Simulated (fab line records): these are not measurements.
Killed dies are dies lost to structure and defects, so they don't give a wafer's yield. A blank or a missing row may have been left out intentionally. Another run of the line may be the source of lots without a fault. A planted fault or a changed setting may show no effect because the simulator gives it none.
Problem report in the 8D (eight disciplines) form, filled by code + flow berkeley_cmos170 + the parts of the form that need people (team, actions taken, sign-off) are left out

1. PROBLEM STATEMENT
Mean of cd_nm at UCB170_M3_CD_MEAS_90: 724 nm across 4 wafers in 2 lots; on wafers with no fault it is 701 nm (standard deviation 5.1). That is +4.6 standard deviations from the usual mean.
The step: target cd 700 nm.
First seen on wafer L706.2, day 10 01:51, on cd_sem-01. Wafers with a number at this step in the record: 42, from 14 lots. By rule, "out" or "out of limits" means more than 4 standard deviations away from the usual mean. The rest of the wafers with a number are treated as sound.

2. WHAT IT IS, AND WHAT IT ISN'T
| question                    | is                             | is not                                                                                                   |
|-----------------------------|--------------------------------|----------------------------------------------------------------------------------------------------------|
| which readings at this step | cd_nm                          | -                                                                                                        |
| which lots                  | L706, L709                     | L696, L697, L698, L699, L700, L701, L707, L708, L710, L711, L716, L718                                   |
| which wafers of those lots  | L706.2, L706.3, L706.5, L709.5 | L709.3, L709.6                                                                                           |
| read on which gauges        | cd_sem-01, cd_sem-02           | -                                                                                                        |
| when                        | from day 10 01:51              | up to then (18 sound wafers); but 20 sound wafers of L707, L708, L709, L710, L711, L716, L718 came after |

3. THE SUSPECTS, EACH WITH WHAT RULES IT OUT
Counting: a tool at a process step up to the reading stays a suspect if it ran every lot that is out. Sound lots after the first of them don't rule it out here, since some wafers of a struck lot are sound.
- the gauge at UCB170_M3_CD_MEAS_90 has been ruled out. 2 gauges (cd_sem-01, cd_sem-02) read the wafers that are out.
- rie_metal-02 at UCB170_M3_METAL_ETCH_18 (etches Al in Cl2/BCl3, stops on SiO2, target depth 1170 nm, time 195 s): kept. It ran every lot that is out, first L706 (day 10 01:25); its last sound lot up to then is L700 (day 9 00:28). On those wafers its own readings are out: oes_product_au, rf_fwd_power_W.
- plasma_asher-03 at UCB170_M3_STRIP_19 (strips in O2): kept. It ran every lot that is out, first L706 (day 10 01:44); its last sound lot up to then is L701 (day 8 09:58). On those wafers its own readings are out: oes_product_au.
- Within rie_metal-02 at UCB170_M3_METAL_ETCH_18: the wafers that are out ran in chamber 0; their sound lot-mates ran in chamber 1.
Left after counting: rie_metal-02 at UCB170_M3_METAL_ETCH_18, plasma_asher-03 at UCB170_M3_STRIP_19.

4. THE CAUSE (what the simulator had put in)
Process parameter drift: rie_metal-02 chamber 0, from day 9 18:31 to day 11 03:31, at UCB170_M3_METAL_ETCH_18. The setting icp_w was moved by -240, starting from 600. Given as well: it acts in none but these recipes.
After counting, 2 suspects remain, this tool included.

5. SEQUENCE OF EFFECTS, ordered by route
Each row: a reading where the mean over the struck wafers with a number is more than 3 standard deviations away from the usual. Only readings whose record carries a usual standard deviation are examined. hours: median over the lots of the time between each lot's start at the first step of this table that gives one and its start at this step. sigmas: the change, counted in usual standard deviations.
| hours | step                    | reading        | usual      | on struck wafers | change | sigmas      |
|-------|-------------------------|----------------|------------|------------------|--------|-------------|
| 0     | UCB170_M3_METAL_ETCH_18 | oes_product_au | 0.866 a.u. | 0.804            | -0.062 | -5.2        |
| 0     | UCB170_M3_METAL_ETCH_18 | rf_fwd_power_W | 597.8 W    | 359.7            | -238.1 | -99 or more |
| 0     | UCB170_M3_STRIP_19      | oes_product_au | 0.546 a.u. | 0.723            | +0.177 | +8.4        |
| 0     | UCB170_M3_CD_MEAS_90    | cd_nm          | 701 nm     | 724              | +24    | +4.6        |
It contains these process steps:
- UCB170_M3_METAL_ETCH_18: etches Al in Cl2/BCl3, stops on SiO2, target depth 1170 nm, time 195 s.
- UCB170_M3_STRIP_19: strips in O2.

6. WHAT WOULD HAVE CAUGHT IT SOONER
The first out-of-limits reading at a measuring or inspecting step in this record came at day 10 01:51, 7 hours after the fault's start at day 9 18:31.
The tool's own readings at UCB170_M3_METAL_ETCH_18 were out on every struck wafer that the step has a row for (oes_product_au, rf_fwd_power_W): an alarm limit on them would have fired on the first of those.
Among the 2 lots that are out, L709 began UCB170_M3_METAL_ETCH_18 on rie_metal-02 after day 10 01:51. It would have been spared by a hold on the tool at that moment.
